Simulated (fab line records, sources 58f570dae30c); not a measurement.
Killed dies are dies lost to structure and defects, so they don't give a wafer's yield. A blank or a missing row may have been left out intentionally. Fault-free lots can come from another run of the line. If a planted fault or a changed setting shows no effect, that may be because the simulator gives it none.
Which tool is to blame?	flow berkeley cmos170	42 wafers from 14 lots sampled at 4 of the route's 331 steps

## WHAT EACH GAUGE READ, for each wafer
UCB170_NWELL_TW_MEAS_16. Usual: NWELL_TW typically reads 1247, with standard deviation 9.3.
lot	measured	on	NWELL_TW	flag
L417	day 2 18:12	film metro-03	1242 1246 1239	
L418	day 2 18:14	film metro-02	1254 1252 1250	
L419	day 3 00:20	film metro-01	1239 1243 1242	
L421	day 3 05:37	film metro-03	1245 1240 1244	
L423	day 3 09:55	film metro-03	1141 1146 1139 1140 1144 1144	OFF
L425	day 3 22:39	film metro-03	1133 1144 1145 1143 1137 1137	OFF
L434	day 5 18:30	film metro-03	1244 1245 1245	
L432	day 5 19:02	film metro-03	1241 1241 1235	
L435	day 6 06:24	film metro-01	1246 1238 1238	
L436	day 6 09:49	film metro-03	1242 1250 1252	
L437	day 6 10:06	film metro-01	1249 1233 1238	
L438	day 6 16:34	film metro-01	1236 1247 1241	
L439	day 6 17:57	film metro-02	1265 1263 1260	
L440	day 6 23:56	film metro-02	1260 1266 1268	

UCB170_M1_CD_MEAS_90 targets a cd of 700 nm. Usual: cd nm at 699.9 nm, with a standard deviation of 1.9.
lot	measured	on	cd nm (nm)	flag
L417	day 7 20:20	cd sem-02	700.1 699.5 699.7	
L418	day 7 19:55	cd sem-02	702.0 699.9 700.1	
L419	day 7 23:50	cd sem-02	702.3 700.9 701.1	
L421	day 8 05:40	cd sem-02	702.3 699.1 699.9	
L423	day 8 06:35	cd sem-02	702.5 700.9 701.0	
L425	day 8 18:10	cd sem-01	697.2 699.4 697.4	
L434	day 10 06:27	cd sem-02	701.4 700.9 700.8	
L432	day 10 07:37	cd sem-01	702.2 700.4 702.3	
L435	day 11 01:49	cd sem-02	696.1 695.3 696.7	
L436	day 11 08:44	cd sem-02	704.9 702.2 703.5	
L437	day 11 09:19	cd sem-02	698.2 698.8 698.9	
L438	day 11 09:01	cd sem-01	699.5 700.6 700.5	
L439	day 11 09:26	cd sem-01	699.7 696.6 701.9	
L440	day 11 16:28	cd sem-01	705.1 700.3 701.7	

## TOOL THAT RAN EACH LOT (tool first, then ch and the chambers of the sampled wafers, then the start)
lot	UCB170_NWELL_IMPLANT_14	UCB170_M1_ETCH_11
L417	implanter-01 ch 0, day 2 17:58	rie diel-03 ch 0,1,2, day 7 19:55
L418	implanter-04 ch 0, day 2 17:59	rie diel-04 ch 0,1,3, day 7 19:38
L419	implanter-03 ch 0, day 3 00:05	rie diel-04 ch 0,1, day 7 23:34
L421	implanter-01 ch 0, day 3 05:22	rie diel-02 ch 1,2, day 8 05:22
L423	implanter-04 ch 0, day 3 09:40	rie diel-03 ch 0,1,2, day 8 06:17
L425	implanter-04 ch 0, day 3 22:25	rie diel-02 ch 0,1,2, day 8 17:52
L434	implanter-03 ch 0, day 5 18:16	rie diel-04 ch 2,3, day 10 06:10
L432	implanter-01 ch 0, day 5 18:47	rie diel-03 ch 0,1,3, day 10 07:20
L435	implanter-03 ch 0, day 6 06:11	rie diel-03 ch 0,1, day 11 01:29
L436	implanter-01 ch 0, day 6 09:34	rie diel-03 ch 0,1,3, day 11 08:27
L437	implanter-04 ch 0, day 6 09:53	rie diel-02 ch 0,2,3, day 11 09:00
L438	implanter-03 ch 0, day 6 16:20	rie diel-04 ch 2,3, day 11 08:44
L439	implanter-04 ch 0, day 6 17:44	rie diel-03 ch 1,2, day 11 09:07
L440	implanter-04 ch 0, day 6 23:41	rie diel-02 ch 0,1,3, day 11 16:11
- UCB170_NWELL_IMPLANT_14
- UCB170_M1_ETCH_11: etches BARC in N2/H2.

## WHAT THE TOOLS THEMSELVES READ (means of the sampled wafers that have a number; where no wafer has one, the mark that the record gives instead)
UCB170_NWELL_IMPLANT_14. Usual: beam energy keV 150.01, standard deviation 0.045; beam on s 9.98 s, standard deviation 0.2; faraday current uA 31.8, standard deviation 0.61.
lot	tool	beam energy keV	beam on s (s)	faraday current uA	flag
L417	implanter-01	150.00	9.81	32.3	
L418	implanter-04	149.99	9.84	32.3	
L419	implanter-03	150.00	10.05	31.7	
L421	implanter-01	149.99	10.07	31.5	
L423	implanter-04	150.05	7.86	40.3	OFF
L425	implanter-04	150.00	7.81	40.6	OFF
L434	implanter-03	149.98	9.86	32.2	
L432	implanter-01	150.00	9.65	32.7	
L435	implanter-03	150.05	10.08	31.5	
L436	implanter-01	150.03	9.98	31.8	
L437	implanter-04	149.94	9.99	31.9	
L438	implanter-03	150.05	10.09	31.5	
L439	implanter-04	149.99	10.03	31.6	
L440	implanter-04	150.03	9.85	32.2	

UCB170_M1_ETCH_11. Usual: drypump motor current A 5.9 A, standard deviation 0.45; oes product au 0.997 a.u., standard deviation 0.018; throttle valve pct 13.25 %, standard deviation 0.2.
lot	tool	drypump motor current A (A)	oes product au (a.u.)	throttle valve pct (%)	flag
L417	rie diel-03	6.0	1.001	13.17	
L418	rie diel-04	5.9	0.998	13.39	
L419	rie diel-04	5.8	0.997	13.45	
L421	rie diel-02	5.7	0.982	13.12	
L423	rie diel-03	6.0	0.998	13.19	
L425	rie diel-02	5.9	0.985	13.14	
L434	rie diel-04	5.7	1.014	13.29	
L432	rie diel-03	5.8	1.006	13.18	
L435	rie diel-03	5.5	1.003	13.30	
L436	rie diel-03	5.8	1.003	13.18	
L437	rie diel-02	5.9	0.982	13.29	
L438	rie diel-04	5.7	1.011	13.29	
L439	rie diel-03	5.5	1.010	13.39	
L440	rie diel-02	5.9	0.987	13.21	

## THE ANSWER, worked out from the rows above alone
Rule: take the mean of a lot's wafers that have a number; if it is more than 3 standard deviations from the usual mean, the lot is off. Also off: a lot with no number at a reading for which 4 or more lots have one. Where the step has rows for the other lots, those lots are counted as sound. First the gauges in route order, then the tools' own readings, where a lot's mean is used as printed above. At the first step where some lot is off, the reading lying furthest off is the one used; lots without a number count as furthest.
Off: L423, L425, seen at UCB170_NWELL_TW_MEAS_16 (NWELL_TW).
A tool fits if, at a process step before that reading, it ran every lot that is off, and no sound lot after the first of them. The gauges at UCB170_NWELL_TW_MEAS_16 aren't tried: what is off there is off at UCB170_NWELL_IMPLANT_14 too, on other tools, and a gauge's error can't cause that. Not one of the candidates tried fits.

## WHAT WAS PUT IN BY THE SIMULATOR
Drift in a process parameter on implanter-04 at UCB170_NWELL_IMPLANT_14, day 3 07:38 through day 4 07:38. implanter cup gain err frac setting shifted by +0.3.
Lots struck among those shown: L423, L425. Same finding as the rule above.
